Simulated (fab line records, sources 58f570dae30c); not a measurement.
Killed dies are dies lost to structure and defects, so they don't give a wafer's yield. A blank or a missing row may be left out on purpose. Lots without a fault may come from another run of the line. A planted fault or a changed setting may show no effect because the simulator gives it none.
Problem report in the 8D (eight disciplines) form, filled by code | flow berkeley_cmos170 | the parts of the form that need people (team, actions taken, sign-off) are left out

1. THE PROBLEM
M2_AL_RS at UCB170_M2_RS_MEAS_02 reads a mean of 0.0452 ohm/sq on 6 wafers of 2 lots; wafers without a fault read 0.0322 ohm/sq with a standard deviation of 0.00042. That is +31 standard deviations from the usual mean.
The step: measures by four-point-probe.
First seen on wafer L429.1, day 9 20:19, on film_metro-01. The record holds 42 wafers of 14 lots with a number at this step. Rule for "out", or "out of limits": more than 4 standard deviations from the usual mean. The other wafers with a number count as sound.

2. WHAT IT IS AND WHAT IT IS NOT
question                    | is                     | is not
which readings at this step | M2_AL_RS               | -
which lots                  | L429, L430             | L418, L419, L420, L421, L422, L423, L433, L434, L436, L438, L439, L440
which wafers of those lots  | all that have a number | -
read on which gauges        | film_metro-01          | film_metro-03, film_metro-04
when                        | from day 9 20:19       | up to then (18 sound wafers); but 18 sound wafers of L433, L434, L436, L438, L439, L440 came after

3. SUSPECTS, AND WHAT RULES EACH OUT
Counting: a tool at a process step up to the reading stays a suspect if it ran every lot that is out and no sound lot after the first of them.
- the gauge at UCB170_M2_RS_MEAS_02: ruled out. All the wafers that are out were read on film_metro-01, but those of them that UCB170_M2_METAL_ETCH_18 has rows for are out there too, on other tools.
- pvd_sputter-04 at UCB170_M2_SPUTTER_01 (material Al, target thk 900 nm, time 120 s): kept. It ran every lot that is out, first L429 (day 9 20:13), and no sound lot after that; its last sound lot up to then is L421 (day 7 18:49).
Left after counting: pvd_sputter-04 at UCB170_M2_SPUTTER_01.

4. THE CAUSE (what the simulator had put in)
Process parameter drift: pvd_sputter-04, from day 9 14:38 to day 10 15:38, at UCB170_M2_SPUTTER_01. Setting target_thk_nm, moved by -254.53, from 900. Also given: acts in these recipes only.
Counting left only this tool.

5. THE CHAIN OF EFFECTS, in route order
Each row: a reading whose mean over the struck wafers that have a number lies more than 3 standard deviations from the usual. Only readings for which the record gives a usual standard deviation are gone through. hours: the time from each lot's start at the first step in this table that gives one to its start at this step, as a median over the lots. sigmas: the change in usual standard deviations.
hours | step                    | reading        | usual         | on struck wafers | change  | sigmas
0     | UCB170_M2_RS_MEAS_02    | M2_AL_RS       | 0.0322 ohm/sq | 0.0452           | +0.0130 | +31
0     | UCB170_M2_THK_MEAS_03   | M2_AL_THK      | 898 nm        | 643              | -255    | -21
4     | UCB170_M2_METAL_ETCH_18 | oes_product_au | 0.860 a.u.    | 0.728            | -0.132  | -6.9
The process steps in it:
- UCB170_M2_METAL_ETCH_18: etches Al in Cl2/BCl3, stops on SiO2, target depth 1170 nm, time 195 s.

6. WHAT WOULD HAVE CAUGHT IT SOONER
In this record the first reading out of limits at a measuring or inspecting step was taken at day 9 20:19, 6 hours after the fault began at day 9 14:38.
Of the tool readings at UCB170_M2_SPUTTER_01 for which the record gives a usual standard deviation, none was out on any struck wafer, so an alarm limit of 4 standard deviations on them would not have fired.
Of the lots that are out (2), L430 began UCB170_M2_SPUTTER_01 on pvd_sputter-04 after day 9 20:19. A hold on the tool at that time would have spared it.
